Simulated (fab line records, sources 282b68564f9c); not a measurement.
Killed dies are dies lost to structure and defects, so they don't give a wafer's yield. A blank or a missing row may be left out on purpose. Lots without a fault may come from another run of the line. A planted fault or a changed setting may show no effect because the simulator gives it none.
Split-lot experiment | flow rit_cmos | 5 lots, 23 wafers read, on a route of 202 steps

THE SPLIT
At RIT_ACTIVE_SOFTBAKE_07 (time 60 s), the setting temp_c was moved away from the recipe's 90 C on 10 of the 23 wafers read, by -1.7% to +3.9%. The other wafers ran this setting at the recipe's value.

FROM THE SPLIT TO THE READING: what the file shows between them, 2 steps
- RIT_ACTIVE_EXPOSE_08: exposes mask M1, target cd 1400 nm
- RIT_ACTIVE_PEB_09

THE READING
NOVOLAK_of_ACTIVE_COAT_06.thk_nm (the simulator's own value, which no gauge read), in nm, at RIT_ACTIVE_DEVELOP_10 (develop time 50 s). The file gives no usual value for it. The 13 wafers here that ran the recipe average 999.4 nm, standard deviation 2.1 nm.

wafer  | tool, chamber at the split | temp_c as run, C | against the recipe | NOVOLAK_of_ACTIVE_COAT_06.thk_nm, nm | against lot-mates on the recipe
L078.1 | litho_track-02, 0          | 90               | recipe             | 999.2                                | -
L078.2 | litho_track-02, 0          | 91.11            | +1.2%              | 993.1                                | -5.3
L078.3 | litho_track-02, 0          | 90               | recipe             | 998.2                                | -
L078.5 | litho_track-02, 0          | 90               | recipe             | 997.8                                | -
L078.6 | litho_track-02, 0          | 91.11            | +1.2%              | 996.7                                | -1.7
L079.1 | litho_track-01, 0          | 88.49            | -1.7%              | 1001                                 | +2.1
L079.2 | litho_track-01, 0          | 88.49            | -1.7%              | 1002                                 | +3.1
L079.3 | litho_track-01, 0          | 88.49            | -1.7%              | 1006                                 | +7.1
L079.5 | litho_track-01, 0          | 90               | recipe             | 999                                  | -
L079.6 | litho_track-01, 0          | 90               | recipe             | 998.7                                | -
L080.2 | litho_track-02, 0          | 90               | recipe             | 999.4                                | -
L080.4 | litho_track-02, 0          | 90               | recipe             | 996.4                                | -
L080.6 | litho_track-02, 0          | 90               | recipe             | 996.1                                | -
L081.2 | litho_track-01, 0          | 92.13            | +2.4%              | 997.8                                | -4.7
L081.3 | litho_track-01, 0          | 90               | recipe             | 1003                                 | -
L081.4 | litho_track-01, 0          | 92.13            | +2.4%              | 994.6                                | -7.9
L081.5 | litho_track-01, 0          | 92.13            | +2.4%              | 992.4                                | -10.1
L081.6 | litho_track-01, 0          | 90               | recipe             | 1002                                 | -
L085.1 | litho_track-02, 0          | 90               | recipe             | 1002                                 | -
L085.3 | litho_track-02, 0          | 90               | recipe             | 1002                                 | -
L085.2 | litho_track-02, 0          | 90               | recipe             | 998.2                                | -
L085.4 | litho_track-02, 0          | 93.47            | +3.9%              | 990.8                                | -9.9
L085.5 | litho_track-02, 0          | 93.47            | +3.9%              | 991.6                                | -9.1

THE FIT
A straight line over all 23 wafers: NOVOLAK_of_ACTIVE_COAT_06.thk_nm changes by -2.12 nm for each +1% of temp_c; r = -0.83; the points scatter about the line by 2.2 nm.
The same after taking each lot's own level away (the mean of its wafers on the recipe; 23 wafers): -2.67 nm for each +1%; r = -0.93; scatter 1.7 nm.
On that fit, the largest move of temp_c shifts the reading by 10 nm.
The lots' own levels span 997.30 to 1002.50 nm, that is 2.4 times the standard deviation above.
So the lot-to-lot level changes the slope: the two fits differ.
Check: with one of the wafers moved furthest among these (+3.9%) left out of the fit, the line predicts -10.6 nm for it against its lot-mates. It came out at -9.93 nm against them.

OTHER SPLITS ON THESE WAFERS
These wafers also went through other splits before the reading. Each is held against what the fit with the lots' levels taken away leaves over:
other split on the same wafers | wafers away from the commonest value | r with NOVOLAK_of_ACTIVE_COAT_06.thk_nm (lot level and that fit taken away)
RIT_ACTIVE_OXIDATION_01 temp_c | 5                                    | +0.01

THE FILE'S OWN FIT
NOVOLAK_of_ACTIVE_COAT_06.thk_nm changes by -2.68 nm for each +1% of temp_c, r = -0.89.
